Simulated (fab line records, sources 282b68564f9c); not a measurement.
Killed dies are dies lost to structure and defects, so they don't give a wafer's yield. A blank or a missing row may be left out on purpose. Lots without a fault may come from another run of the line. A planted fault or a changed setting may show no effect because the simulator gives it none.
A struck lot beside a sound one | flow rit_cmos | 17 steps out of a route of 202
Sound: wafers L259.1, L259.4, L259.5. Struck: wafers L250.1, L250.4, L250.6. The cause comes at the end.
At each step with rows: each side's tool, then ch and its chambers, then its first start. Under that, the readings that differ: sound wafers | struck wafers | difference of the means | sigmas: that difference in standard deviations of wafers without a fault.
alike: readings whose means differ by less than 2 such deviations, and words and numbers that are the same on both sides. not compared: withheld readings, readings that some wafer has no value for, bounds like >300 that may hide the same value, and numbers for which the record gives no deviation and whose values overlap.
The two part at a step that has a row with sigmas, a row that says differs or no value, or rows on one side only. Numbers that don't overlap but have no deviation are shown without sigmas and don't part them. A reading that every wafer of one side lacks parts them only if that side has two wafers or more.

RIT_NWELL_TW_MEAS_10:
  sound on film_metro-01, day 6 01:01; struck on film_metro-01, day 4 04:00
  alike: NWELL_TW
then, 6 steps without rows for these wafers: RIT_PWELL_HMDS_00 (prime time 60 s); RIT_PWELL_COAT_01 (resist thk 1300 nm); RIT_PWELL_SOFTBAKE_02 (time 60 s); RIT_PWELL_EXPOSE_03 (exposes mask M3, target cd 43700 nm); RIT_PWELL_PEB_04; RIT_PWELL_DEVELOP_05 (develop time 68 s).
RIT_PWELL_OVL_MEAS_06:
  sound on overlay-02, day 6 02:04; struck on overlay-02, day 4 04:58
  alike: PWELL_OVL
then, 2 steps without rows for these wafers: RIT_PWELL_HARDBAKE_07 (time 120 s); RIT_PWELL_IMPLANT_08.
RIT_PWELL_STRIP_09: strips in O2, time 180 s.
  sound on plasma_asher-04 ch 0,1, day 6 02:31; struck on plasma_asher-03 ch 0,1, day 4 05:24
  alike: drypump_motor_current_A
  not compared: rf_hours_counter_h
RIT_PWELL_TW_MEAS_10:
  sound on film_metro-04, day 6 02:41; struck on film_metro-04, day 4 05:35
  alike: PWELL_TW
RIT_WELLDRIVE_ANNEAL_00: time 14700 s.
  sound on furnace-04 ch 0, day 6 02:44; struck on furnace-01 ch 0, day 4 06:18
  reading          | sound             | struck            | difference | sigmas
  run_length_s (s) | 18264 18264 18264 | 15319 15319 15319 | -2945      | -99 or more
  alike: spike_tc_source_C, zone_power_centre_pct
RIT_WELLDRIVE_RS_MEAS_01: measures by four-point-probe.
  sound on film_metro-01, day 6 07:50; struck on film_metro-04, day 4 11:23
  reading           | sound             | struck            | difference | sigmas
  NWELL_RS (ohm/sq) | 279.9 280.3 280.0 | 290.1 289.8 290.2 | +10.0      | +13
RIT_WELLDRIVE_RS_MEAS_02: measures by four-point-probe.
  sound on film_metro-01, day 6 07:57; struck on film_metro-04, day 4 11:30
  reading           | sound             | struck            | difference | sigmas
  PWELL_RS (ohm/sq) | 428.7 430.3 430.6 | 441.7 441.3 444.2 | +12.5      | +9
then, 1 step without rows for these wafers: RIT_NRETRO_HMDS_00 (prime time 60 s).
RIT_M1_PROBE_99:
  sound on prober-01, day 7 13:28; struck on prober-02, day 5 16:42
  reading                                | sound                | struck              | difference | sigmas
  killed_at_contacts                     | 0 0 0                | 1 0 1               | +1         | +2
  model.etest.nwell_pinched.rs_ohm_sq    | 340.2 341.3 339.6    | 367.8 364.2 364.8   | +25.2      |
  model.etest.pwell_pinched.rs_ohm_sq    | 465.5 462.5 462.2    | 495 475.2 479.8     | +20        |
  model.etest.pwell.rs_ohm_sq            | 422.8 423.1 416.6    | 439.3 429.6 431.7   | +12.7      |
  model.etest.field_n.vt_v (V)           | 36.49 36.83 36.73    | 37.62 37.07 36.9    | +0.51      |
  model.etest.field_p_metal.vt_v (V)     | -29.91 -29.92 -29.96 | -27.16 -27.9 -28.01 | +2.24      |
  model.etest.field_p.vt_v (V)           | -13.26 -13.31 -13.33 | -12.23 -12.14 -12.2 | +1.11      |
  model.etest.diode_nplus_pwell.bv_v (V) | 5.984 5.98 5.954     | 5.892 5.826 5.85    | -0.117     |
  alike: killed_at_M0_to_M3, killed_at_front_end, killed_dies, killed_open, killed_short
  not compared: model.etest.diode_pplus_nwell.bv_v

WHERE THEY PART
First at RIT_WELLDRIVE_ANNEAL_00; last, within this record, at RIT_M1_PROBE_99.

WHY: what the simulator had put in
Process parameter drift: furnace-01, from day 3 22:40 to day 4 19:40, at RIT_WELLDRIVE_ANNEAL_00. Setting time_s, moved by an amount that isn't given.
